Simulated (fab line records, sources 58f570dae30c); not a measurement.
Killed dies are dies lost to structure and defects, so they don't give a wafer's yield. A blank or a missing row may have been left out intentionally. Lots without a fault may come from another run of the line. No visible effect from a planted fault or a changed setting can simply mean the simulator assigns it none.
Lot-split experiment | flow berkeley-cmos170 | 5 lots, 23 wafers read, on a route of 331 steps

## ABOUT THE SPLIT
At UCB170_SILICIDE_SPUTTER_01 (material Ti, target thk 30 nm, time 25 s), the setting power-w was moved away from the recipe's 1500 W on 4 of the 23 wafers read, by +7.9% to +8.2%. This setting was run at the recipe's value on the other wafers.

## FROM THE SPLIT ON TO THE READING: in between, the file shows 1 step
- UCB170_SILICIDE_RS_MEAS_02: measures by four-point-probe

## THE READING
SILICIDE_TI_THK, in nm, at UCB170_SILICIDE_THK_MEAS_03 (measures by xrf). Typical for fault-free wafers on this fab line: 30.1 nm, with standard deviation 0.46 nm.

wafer  | tool, chamber at the split | power-w as run, W | against the recipe | SILICIDE_TI_THK, nm | against lot-mates on the recipe
L075.1 | pvd-sputter-01, -          | 1623              | +8.2%              | 33.1                | +2.8
L075.3 | pvd-sputter-01, -          | 1623              | +8.2%              | 33.2                | +2.9
L075.4 | pvd-sputter-01, -          | 1500              | recipe             | 30.3                | -
L075.5 | pvd-sputter-01, -          | 1500              | recipe             | 30.4                | -
L075.6 | pvd-sputter-01, -          | 1500              | recipe             | 30.3                | -
L078.4 | pvd-sputter-01, -          | 1500              | recipe             | 29.6                | -
L078.5 | pvd-sputter-01, -          | 1500              | recipe             | 29.6                | -
L078.6 | pvd-sputter-01, -          | 1500              | recipe             | 29.6                | -
L079.1 | pvd-sputter-03, -          | 1500              | recipe             | 29.8                | -
L079.3 | pvd-sputter-03, -          | 1500              | recipe             | 30.7                | -
L079.4 | pvd-sputter-03, -          | 1500              | recipe             | 29.9                | -
L079.5 | pvd-sputter-03, -          | 1500              | recipe             | 30.1                | -
L079.6 | pvd-sputter-03, -          | 1500              | recipe             | 30.7                | -
L080.1 | pvd-sputter-04, -          | 1500              | recipe             | 29.6                | -
L080.2 | pvd-sputter-04, -          | 1500              | recipe             | 30.0                | -
L080.3 | pvd-sputter-04, -          | 1619              | +7.9%              | 32.1                | +2.3
L080.4 | pvd-sputter-04, -          | 1500              | recipe             | 29.9                | -
L080.6 | pvd-sputter-04, -          | 1619              | +7.9%              | 31.9                | +2.1
L083.1 | pvd-sputter-01, -          | 1500              | recipe             | 30.6                | -
L083.2 | pvd-sputter-01, -          | 1500              | recipe             | 30.2                | -
L083.3 | pvd-sputter-01, -          | 1500              | recipe             | 30.3                | -
L083.4 | pvd-sputter-01, -          | 1500              | recipe             | 30.3                | -
L083.5 | pvd-sputter-01, -          | 1500              | recipe             | 30.6                | -

THE FIT
A straight line over all 23 wafers: SILICIDE_TI_THK changes by +0.304 nm for each +1% of power-w; r = +0.92; the points scatter about the line by 0.43 nm.
The same after taking each lot's own level away (the mean of its wafers on the recipe; 23 wafers): +0.31 nm for each +1%; r = +0.97; scatter 0.25 nm.
That fit puts the effect of the largest move of power-w on the reading at 2.5 nm.
Measured against the standard deviation above, the lots' own levels, which go from 29.60 to 30.40 nm, span 1.7 times it.
So the lot-to-lot level changes the slope little: the two slopes agree.
Check: +2.46 nm against its lot-mates is what the line predicts for one of the wafers moved furthest among these (+8.2%) when that wafer is left out of the fit. Against them it came out at +2.77 nm.

## THE WHOLE CHAIN: every reading that the file lists as answering this split, in the file's order
step                        | what it does                             | reading                                                                           | change (the file's fit)               | r (the file's)
UCB170_SILICIDE_SPUTTER_01  | material Ti, target thk 30 nm, time 25 s | Ti_of_SILICIDE_SPUTTER_01.thk-nm (the simulator's own value, which no gauge read) | +0.299 nm for each +1% of the setting | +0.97
UCB170_SILICIDE_RS_MEAS_02  | measures by four-point-probe             | SILICIDE_TI_RS                                                                    | -0.284 for each +1% of the setting    | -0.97
UCB170_SILICIDE_THK_MEAS_03 | measures by xrf                          | SILICIDE_TI_THK                                                                   | +0.31 for each +1% of the setting     | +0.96

## FILE'S OWN FIT
SILICIDE_TI_THK changes by +0.31 nm for each +1% of power-w, r = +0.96.
